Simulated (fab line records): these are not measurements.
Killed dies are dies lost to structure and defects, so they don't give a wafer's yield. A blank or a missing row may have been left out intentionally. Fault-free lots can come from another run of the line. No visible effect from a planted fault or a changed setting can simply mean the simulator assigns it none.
Split-lot trial / flow rit_cmos / 23 wafers read across 5 lots, on a route 202 steps long

== ON THE SPLIT ==
At RIT_CONTACT_COAT_03 (resist thk 1000 nm), the setting spin_rpm was moved away from the recipe's 3250 rpm on 8 of the 23 wafers read, by -6.6% to +7.2%. The other wafers ran this setting at the recipe's value.

== FROM THE SPLIT TO THE READING: what the file shows between them, 2 steps ==
- RIT_CONTACT_SOFTBAKE_04: time 60 s
- RIT_CONTACT_EXPOSE_05: exposes mask M11, target cd 1000 nm

== THE READING ==
NOVOLAK_of_CONTACT_COAT_03.thk_nm (the simulator's own value, which no gauge read), in nm, at RIT_CONTACT_HARDBAKE_10 (time 60 s). There is no usual value for it anywhere in the file. Average 884.5 nm, standard deviation 2.6 nm, over the 15 wafers here run with the recipe.

wafer=L074.2; tool, chamber at the split=litho_track-01, 0; spin_rpm as run, rpm=3250; against the recipe=recipe; NOVOLAK_of_CONTACT_COAT_03.thk_nm, nm=885.5; against lot-mates on the recipe=-
wafer=L074.3; tool, chamber at the split=litho_track-01, 0; spin_rpm as run, rpm=3250; against the recipe=recipe; NOVOLAK_of_CONTACT_COAT_03.thk_nm, nm=886.3; against lot-mates on the recipe=-
wafer=L074.4; tool, chamber at the split=litho_track-01, 0; spin_rpm as run, rpm=3485; against the recipe=+7.2%; NOVOLAK_of_CONTACT_COAT_03.thk_nm, nm=850.4; against lot-mates on the recipe=-35.5
wafer=L074.5; tool, chamber at the split=litho_track-01, 0; spin_rpm as run, rpm=3485; against the recipe=+7.2%; NOVOLAK_of_CONTACT_COAT_03.thk_nm, nm=856; against lot-mates on the recipe=-29.9
wafer=L074.6; tool, chamber at the split=litho_track-01, 0; spin_rpm as run, rpm=3485; against the recipe=+7.2%; NOVOLAK_of_CONTACT_COAT_03.thk_nm, nm=857.5; against lot-mates on the recipe=-28.4
wafer=L077.3; tool, chamber at the split=litho_track-04, 0; spin_rpm as run, rpm=3250; against the recipe=recipe; NOVOLAK_of_CONTACT_COAT_03.thk_nm, nm=884; against lot-mates on the recipe=-
wafer=L077.4; tool, chamber at the split=litho_track-04, 0; spin_rpm as run, rpm=3250; against the recipe=recipe; NOVOLAK_of_CONTACT_COAT_03.thk_nm, nm=881.9; against lot-mates on the recipe=-
wafer=L077.5; tool, chamber at the split=litho_track-04, 0; spin_rpm as run, rpm=3250; against the recipe=recipe; NOVOLAK_of_CONTACT_COAT_03.thk_nm, nm=886.1; against lot-mates on the recipe=-
wafer=L078.1; tool, chamber at the split=litho_track-03, 0; spin_rpm as run, rpm=3250; against the recipe=recipe; NOVOLAK_of_CONTACT_COAT_03.thk_nm, nm=883.7; against lot-mates on the recipe=-
wafer=L078.2; tool, chamber at the split=litho_track-03, 0; spin_rpm as run, rpm=3250; against the recipe=recipe; NOVOLAK_of_CONTACT_COAT_03.thk_nm, nm=882.1; against lot-mates on the recipe=-
wafer=L078.3; tool, chamber at the split=litho_track-03, 0; spin_rpm as run, rpm=3250; against the recipe=recipe; NOVOLAK_of_CONTACT_COAT_03.thk_nm, nm=883.5; against lot-mates on the recipe=-
wafer=L078.5; tool, chamber at the split=litho_track-03, 0; spin_rpm as run, rpm=3250; against the recipe=recipe; NOVOLAK_of_CONTACT_COAT_03.thk_nm, nm=882.9; against lot-mates on the recipe=-
wafer=L078.6; tool, chamber at the split=litho_track-03, 0; spin_rpm as run, rpm=3250; against the recipe=recipe; NOVOLAK_of_CONTACT_COAT_03.thk_nm, nm=883.1; against lot-mates on the recipe=-
wafer=L081.1; tool, chamber at the split=litho_track-04, 0; spin_rpm as run, rpm=3250; against the recipe=recipe; NOVOLAK_of_CONTACT_COAT_03.thk_nm, nm=883.7; against lot-mates on the recipe=-
wafer=L081.3; tool, chamber at the split=litho_track-04, 0; spin_rpm as run, rpm=3250; against the recipe=recipe; NOVOLAK_of_CONTACT_COAT_03.thk_nm, nm=881.7; against lot-mates on the recipe=-
wafer=L081.4; tool, chamber at the split=litho_track-04, 0; spin_rpm as run, rpm=3250; against the recipe=recipe; NOVOLAK_of_CONTACT_COAT_03.thk_nm, nm=882.6; against lot-mates on the recipe=-
wafer=L081.5; tool, chamber at the split=litho_track-04, 0; spin_rpm as run, rpm=3423; against the recipe=+5.3%; NOVOLAK_of_CONTACT_COAT_03.thk_nm, nm=861.6; against lot-mates on the recipe=-21.1
wafer=L081.6; tool, chamber at the split=litho_track-04, 0; spin_rpm as run, rpm=3423; against the recipe=+5.3%; NOVOLAK_of_CONTACT_COAT_03.thk_nm, nm=860.8; against lot-mates on the recipe=-21.9
wafer=L084.1; tool, chamber at the split=litho_track-03, 0; spin_rpm as run, rpm=3034; against the recipe=-6.6%; NOVOLAK_of_CONTACT_COAT_03.thk_nm, nm=918.3; against lot-mates on the recipe=+28.1
wafer=L084.2; tool, chamber at the split=litho_track-03, 0; spin_rpm as run, rpm=3250; against the recipe=recipe; NOVOLAK_of_CONTACT_COAT_03.thk_nm, nm=889.6; against lot-mates on the recipe=-
wafer=L084.3; tool, chamber at the split=litho_track-03, 0; spin_rpm as run, rpm=3034; against the recipe=-6.6%; NOVOLAK_of_CONTACT_COAT_03.thk_nm, nm=917.6; against lot-mates on the recipe=+27.4
wafer=L084.4; tool, chamber at the split=litho_track-03, 0; spin_rpm as run, rpm=3034; against the recipe=-6.6%; NOVOLAK_of_CONTACT_COAT_03.thk_nm, nm=918.2; against lot-mates on the recipe=+28.0
wafer=L084.6; tool, chamber at the split=litho_track-03, 0; spin_rpm as run, rpm=3250; against the recipe=recipe; NOVOLAK_of_CONTACT_COAT_03.thk_nm, nm=890.8; against lot-mates on the recipe=-

THE FIT
A straight line over all 23 wafers: NOVOLAK_of_CONTACT_COAT_03.thk_nm changes by -4.55 nm for each +1% of spin_rpm; r = -0.99; the points scatter about the line by 2.9 nm.
The same after taking each lot's own level away (the mean of its wafers on the recipe; 23 wafers): -4.22 nm for each +1%; r = -1.00; scatter 1.5 nm.
According to that fit, moving spin_rpm by its largest amount changes the reading by 31 nm.
Across the lots, their own levels run from 882.67 to 890.20 nm, a range of 2.9 times the standard deviation given above.
Hence the lot-to-lot level has little effect on the slope; both slopes agree.
Check: with one of the wafers moved furthest among these (+7.2%) left out of the fit, the line predicts -29.5 nm for it against its lot-mates. It came out at -35.5 nm against them.

== OTHER SPLITS APPLIED TO THESE WAFERS ==
Other splits were also applied to these wafers ahead of the reading. Each is held against what the fit with the lots' levels taken away leaves over:
other split on the same wafers=RIT_PLDD_IMPLANT_08 dose_cm2; wafers away from the commonest value=5; r with NOVOLAK_of_CONTACT_COAT_03.thk_nm (lot level and that fit taken away)=+0.06
other split on the same wafers=RIT_SPACER_CVD_03 nh3_flow_sccm; wafers away from the commonest value=5; r with NOVOLAK_of_CONTACT_COAT_03.thk_nm (lot level and that fit taken away)=+0.01
other split on the same wafers=RIT_NSD_COAT_01 spin_rpm; wafers away from the commonest value=10; r with NOVOLAK_of_CONTACT_COAT_03.thk_nm (lot level and that fit taken away)=-0.27
other split on the same wafers=RIT_NSD_IMPLANT_08 dose_cm2; wafers away from the commonest value=4; r with NOVOLAK_of_CONTACT_COAT_03.thk_nm (lot level and that fit taken away)=+0.03
other split on the same wafers=RIT_SDANNEAL_CLEAN_00 temp_c; wafers away from the commonest value=15; r with NOVOLAK_of_CONTACT_COAT_03.thk_nm (lot level and that fit taken away)=-0.10
other split on the same wafers=RIT_SILICIDE_SPUTTER_01 power_w; wafers away from the commonest value=8; r with NOVOLAK_of_CONTACT_COAT_03.thk_nm (lot level and that fit taken away)=+0.18

== THE WHOLE CHAIN: every reading that the file lists as answering this split, in the file's order ==
step=RIT_CONTACT_COAT_03; what it does=resist thk 1000 nm; reading=NOVOLAK_of_CONTACT_COAT_03.thk_nm (the simulator's own value, which no gauge read); change (the file's fit)=-4.81 nm for each +1% of the setting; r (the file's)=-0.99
step=RIT_CONTACT_HARDBAKE_10; what it does=time 60 s; reading=NOVOLAK_of_CONTACT_COAT_03.thk_nm (the simulator's own value, which no gauge read); change (the file's fit)=-4.21 nm for each +1% of the setting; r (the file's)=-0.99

== FILE'S OWN FIT ==
NOVOLAK_of_CONTACT_COAT_03.thk_nm changes by -4.21 nm for each +1% of spin_rpm, r = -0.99.
